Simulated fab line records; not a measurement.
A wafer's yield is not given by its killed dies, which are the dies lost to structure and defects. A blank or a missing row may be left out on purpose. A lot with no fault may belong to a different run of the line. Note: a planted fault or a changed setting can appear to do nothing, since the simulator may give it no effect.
Chamber matching | flow rit-cmos | RIT_GATE_ETCH_19 on rie-si-01 has 4 sister chambers
The step etches poly-Si in SF6/CHF3/O2, stops on SiO2, time 165 s, target depth 312.5 nm. 16 wafers are shown with their chamber, then 8 later ones without.

== WAFERS, EACH WITH ITS CHAMBER ==
wafer  | chamber | throttle-valve-pct (%) | oes-product-au (a.u.) | SF6_flow_sccm (sccm)
L711.2 | 3       | 10.40                  | 0.842                 | 30.15
L711.3 | 1       | 10.47                  | 0.826                 | 30.06
L711.5 | 2       | 10.55                  | 0.843                 | 29.75
L713.3 | 1       | 10.46                  | 0.850                 | 30.08
L713.4 | 2       | 10.56                  | 0.847                 | 30.16
L713.6 | 0       | 10.23                  | 0.858                 | 29.91
L717.4 | 1       | 10.46                  | 0.860                 | 29.98
L717.5 | 0       | 10.22                  | 0.871                 | 29.85
L717.6 | 1       | 10.47                  | 0.854                 | 29.87
L719.1 | 2       | 10.55                  | 0.841                 | 30.05
L719.2 | 1       | 10.46                  | 0.837                 | 29.96
L719.5 | 0       | 10.22                  | 0.857                 | 30.17
L721.3 | 0       | 10.21                  | 0.847                 | 30.02
L721.4 | 3       | 10.40                  | 0.840                 | 29.92
L721.6 | 2       | 10.56                  | 0.833                 | 30.11
L723.2 | 3       | 10.39                  | 0.843                 | 30.15

SIGNATURES (means of the wafers above)
reading            | chamber 0 | chamber 1 | chamber 2 | chamber 3 | scatter within a chamber
throttle-valve-pct | 10.2200   | 10.4640   | 10.5550   | 10.3967   | 0.00637
oes-product-au     | 0.85825   | 0.84540   | 0.84100   | 0.84167   | 0.00981
SF6_flow_sccm      | 29.9875   | 29.9900   | 30.0175   | 30.0733   | 0.137
Rule: distance of a wafer from a chamber = root of the sum over the readings of ((wafer's reading minus chamber's mean) / reading's scatter) squared. If the next closest chamber is less than 2 further off than the closest, the wafer can't be placed; otherwise it belongs to the closest. The scatter: take each reading less its chamber's mean, square it, sum over the shown wafers, divide by the number of wafers less the number of chambers, and take the root.

== WAFERS WHOSE CHAMBER IS MISSING ==
wafer  | throttle-valve-pct (%) | oes-product-au (a.u.) | SF6_flow_sccm (sccm)
L723.3 | 10.54                  | 0.836                 | 29.97
L723.6 | 10.55                  | 0.838                 | 29.86
L725.1 | 10.57                  | 0.844                 | 29.96
L725.4 | 10.46                  | 0.839                 | 29.95
L725.6 | 10.40                  | 0.852                 | 29.96
L727.1 | 10.24                  | 0.845                 | 30.08
L727.3 | 10.47                  | 0.854                 | 30.12
L727.6 | 10.57                  | 0.847                 | 30.03

== WHICH CHAMBER EACH ONE RAN IN ==
wafer  | from the rows above | in truth
L723.3 | 2                   | 2
L723.6 | 2                   | 2
L725.1 | 2                   | 2
L725.4 | 1                   | 1
L725.6 | 3                   | 3
L727.1 | 0                   | 0
L727.3 | 1                   | 1
L727.6 | 2                   | 2
Correct placement for 8 of the 8. Not placeable from these rows: 0. Number placed wrongly: 0.
